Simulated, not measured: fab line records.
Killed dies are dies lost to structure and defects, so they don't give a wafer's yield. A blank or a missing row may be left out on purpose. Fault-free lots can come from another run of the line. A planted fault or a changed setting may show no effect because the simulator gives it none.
A lot that was struck, set against a sound lot ; flow rit_cmos ; 15 steps out of a route of 202
Sound: these wafers, L495.1, L495.3, L495.5. The struck wafers were L510.2, L510.4, L510.6. The cause is given at the end.
Order at every step that has rows: each side's tool, ch and its chambers, its first start. Under that, the readings that differ: sound wafers ; struck wafers ; difference of the means ; sigmas: that difference in standard deviations of wafers without a fault.
alike: readings whose means differ by less than 2 such deviations, and words and numbers that are the same on both sides. not compared: withheld readings, readings that some wafer has no value for, bounds like >300 that may hide the same value, and numbers for which the record gives no deviation and whose values overlap.
A row with sigmas, a row that says differs or no value, or rows on one side alone: a step with any of these is where the two part. Non-overlapping numbers with no deviation appear without sigmas and do not part them. A reading that every wafer of one side lacks parts them only if that side has two wafers or more.

first, 5 steps without rows for these wafers: RIT_PSD_COAT_01 (resist thk 1000 nm); RIT_PSD_SOFTBAKE_02 (time 60 s); RIT_PSD_EXPOSE_03 (exposes mask M10, target cd 40900 nm); RIT_PSD_PEB_04; RIT_PSD_DEVELOP_05 (develop time 50 s).
RIT_PSD_OVL_MEAS_06:
  sound on overlay-02, day 4 08:02; struck on overlay-02, day 8 03:45
  alike: PSD_OVL
then, 2 steps without rows for these wafers: RIT_PSD_HARDBAKE_07 (time 60 s); RIT_PSD_IMPLANT_08.
RIT_PSD_STRIP_09: strips in O2, time 180 s.
  sound on plasma_asher-01 ch 0,1, day 4 08:22; struck on plasma_asher-03 ch 0,1, day 8 04:05
  alike: drypump_motor_current_A, o2_flow_sccm
  not compared: rf_hours_counter_h
RIT_PSD_TW_MEAS_10:
  sound on film_metro-02, day 4 08:33; struck on film_metro-03, day 8 04:16
  alike: PSD_TW
then, 2 steps without rows for these wafers: RIT_SDANNEAL_CLEAN_00 (cleans in SC1, time 600 s); RIT_SDANNEAL_CLEAN_01 (cleans in dHF, time 30 s).
RIT_SDANNEAL_CLEAN_02: cleans in SC2, time 600 s.
  sound on wet_bench-02 ch 3, day 4 08:48; struck on wet_bench-02 ch 2, day 8 04:31
reading;sound;struck;difference;sigmas
run_length_s (s);626 626 626;355 355 355;-271;-68
RIT_SDANNEAL_RTA_03: time 5 s.
  sound on rtp_anneal-01 ch 0, day 4 08:59; struck on rtp_anneal-02 ch 0, day 8 04:43
  alike: anneal_temp_c_max, ramp_down_c_per_s, wafer_temp_C_max
RIT_M1_PROBE_99:
  sound on prober-02, day 4 16:34; struck on prober-01, day 8 12:28
  alike: killed_at_front_end, killed_dies, killed_open, killed_short

== WHERE THEY PART ==
At RIT_SDANNEAL_CLEAN_02 and nowhere else, as far as this record goes. Later steps at which nothing parts them and some readings are alike: RIT_SDANNEAL_RTA_03, RIT_M1_PROBE_99.

WHY: whatever the simulator had introduced
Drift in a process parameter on wet_bench-02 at RIT_SDANNEAL_CLEAN_02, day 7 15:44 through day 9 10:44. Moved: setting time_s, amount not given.
